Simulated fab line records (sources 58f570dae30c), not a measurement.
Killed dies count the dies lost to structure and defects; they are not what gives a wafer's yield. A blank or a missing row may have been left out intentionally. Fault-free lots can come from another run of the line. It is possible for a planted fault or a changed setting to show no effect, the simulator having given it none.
Which tool was responsible?    flow berkeley cmos170    6 lots (18 wafers sampled), 1 step of a 331-step route

## WHAT EACH GAUGE READ, for each wafer
UCB170_SILICIDE_RS_MEAS_02: measurement is done with a four-point probe.
lot   measured      on             SILICIDE_TI_RS (ohm/sq)
L194  day 7 13:19   film metro-04  25.9 26.3 26.6
L199  day 8 15:34   film metro-03  25.6 25.7 25.7
L202  day 9 05:34   film metro-04  26.2 25.8 25.8
L205  day 10 13:36  film metro-04  26.6 26.4 26.6
L206  day 10 14:01  film metro-03  26.1 26.4 26.5
L211  day 11 17:34  film metro-04  26.0 26.0 25.9

## EACH LOT AND THE TOOL THAT RAN IT (in order: tool; ch and the chambers of the sampled wafers; start)
The record shows no process step preceding these readings.

## THE ANSWER, worked out from the rows above alone
Rule: usual is defined by the lots themselves. Put in order of their means at a reading, lots are off if they are a third of the lots or fewer, leave a main group of 4 or more, and stand apart from it by a gap of 3 or more times the standard deviation of the main group's means; of several such gaps the widest counts. Not used: any main group whose means are identical at the precision the tables above print for the reading. Also off: a lot with no number at a reading for which 4 or more lots have one. Any other lot the step has rows for is counted as sound.
No lot is off on any of the readings shown, so nothing can be concluded from this.

## WHAT THE SIMULATOR PUT IN
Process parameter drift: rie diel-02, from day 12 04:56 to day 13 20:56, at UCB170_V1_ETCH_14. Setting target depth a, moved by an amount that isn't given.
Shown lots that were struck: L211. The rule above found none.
